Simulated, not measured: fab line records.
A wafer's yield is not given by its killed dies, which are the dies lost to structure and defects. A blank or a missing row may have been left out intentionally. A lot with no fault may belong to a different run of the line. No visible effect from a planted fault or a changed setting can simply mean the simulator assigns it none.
Which of the tools did it? | flow rit cmos | 14 lots, 42 wafers sampled, at 2 steps of a route of 202

WHAT EACH GAUGE READ, for each wafer
The record lacks any reading of a measuring or inspecting step that a usual standard deviation could be used to judge.

WHAT TOOL EACH LOT RAN ON (gives the tool, then ch and the chambers of the sampled wafers, and finally the start)
lot  | RIT_M1_DEVELOP_08                | RIT_M1_PROBE_99
L350 | litho track-02 ch 0, day 3 11:00 | -
L351 | litho track-04 ch 0, day 3 15:00 | -
L352 | litho track-01 ch 0, day 3 22:00 | -
L358 | litho track-02 ch 0, day 5 03:00 | -
L360 | litho track-02 ch 0, day 5 12:00 | -
L361 | litho track-01 ch 0, day 5 17:00 | -
L364 | litho track-04 ch 0, day 6 13:00 | -
L367 | litho track-04 ch 0, day 7 01:00 | prober-01, day 7 05:43
L368 | litho track-04 ch 0, day 7 05:00 | -
L369 | litho track-01 ch 0, day 7 19:00 | prober-01, day 7 22:11
L370 | litho track-04 ch 0, day 7 19:00 | -
L371 | litho track-01 ch 0, day 7 23:00 | -
L372 | litho track-01 ch 0, day 8 03:00 | -
L373 | litho track-01 ch 0, day 8 08:00 | -
- RIT_M1_DEVELOP_08: develop time 68 s.
- RIT_M1_PROBE_99

WHAT THE TOOLS THEMSELVES READ (means of the sampled wafers that have a number; where no wafer has one, the mark that the record gives instead)
RIT_M1_DEVELOP_08.
lot  | tool           | developer temp C (C)
L350 | litho track-02 | 22.91
L351 | litho track-04 | 22.98
L352 | litho track-01 | 22.98
L358 | litho track-02 | 23.60
L360 | litho track-02 | 23.59
L361 | litho track-01 | 23.14
L364 | litho track-04 | 23.10
L367 | litho track-04 | 22.91
L368 | litho track-04 | 22.95
L369 | litho track-01 | 22.85
L370 | litho track-04 | 22.91
L371 | litho track-01 | 22.99
L372 | litho track-01 | 23.03
L373 | litho track-01 | 22.96

RIT_M1_PROBE_99.
lot  | tool      | defect limited yield (%) | killed_at_M0_to_M3 | killed at contacts | killed at front end | killed dies | killed open | killed short | sort_bin_3_pad_short (%) | sort_bin_5_function (%) | sort_bin_6_memory (%) | sort n pass | sort yield pct (%)
L367 | prober-01 | 98.0                     | 0.3                | 0.0                | 5.0                 | 5.3         | 3.3         | 2.0          | 0.1                      | 0.9                     | 1.0                   | 258.7       | 98.0
L369 | prober-01 | 97.6                     | 0.0                | 0.3                | 6.0                 | 6.3         | 2.7         | 3.7          | 0.0                      | 1.4                     | 1.0                   | 257.7       | 97.6

THE ANSWER, worked out from the rows above alone
Rule: usual is defined by the lots themselves. The widest of any qualifying gaps counts: lots, ordered by their means at a reading, are off when they make up no more than a third of the lots, leave a main group of 4 or more, and stand apart from it by 3 or more times the standard deviation of that group's means. The tables above print the reading to a certain number of digits; a main group whose means all agree to those digits is not used. Also off: a lot with no number at a reading for which 4 or more lots have one. Where the step has rows for the other lots, those lots are counted as sound. First the gauges in route order, then the tools' own readings, where a lot's mean is used as printed above. The first step at which some lot is off is used, and at that step the reading that is off furthest; a lot without a number counts as furthest.
Off: L358, L360, at RIT_M1_DEVELOP_08 (developer temp C). Main group: mean 22.98 C, sd 0.079.
If a tool, at that step or one of the process steps before it, ran each lot that is off and ran no sound lot following the first of them, it fits. One fits: litho track-02 at RIT_M1_DEVELOP_08. A fault onset in the window from L350 (day 3 11:00, its last sound lot) to L358 (day 5 03:00, its first lot off) fits.
The tool's own readings at RIT_M1_DEVELOP_08 bear it out: on the lots that are off they differ by more than 5 times the standard deviation of the sound lots' means. developer temp C reads 23.59 C there against 22.98 C on the sound lots.

WHAT THE SIMULATOR HAD PUT IN
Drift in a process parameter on litho track-02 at RIT_M1_DEVELOP_08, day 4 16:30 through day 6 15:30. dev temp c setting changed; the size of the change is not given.
Lots struck among those shown: L358, L360. Same finding as the rule above.
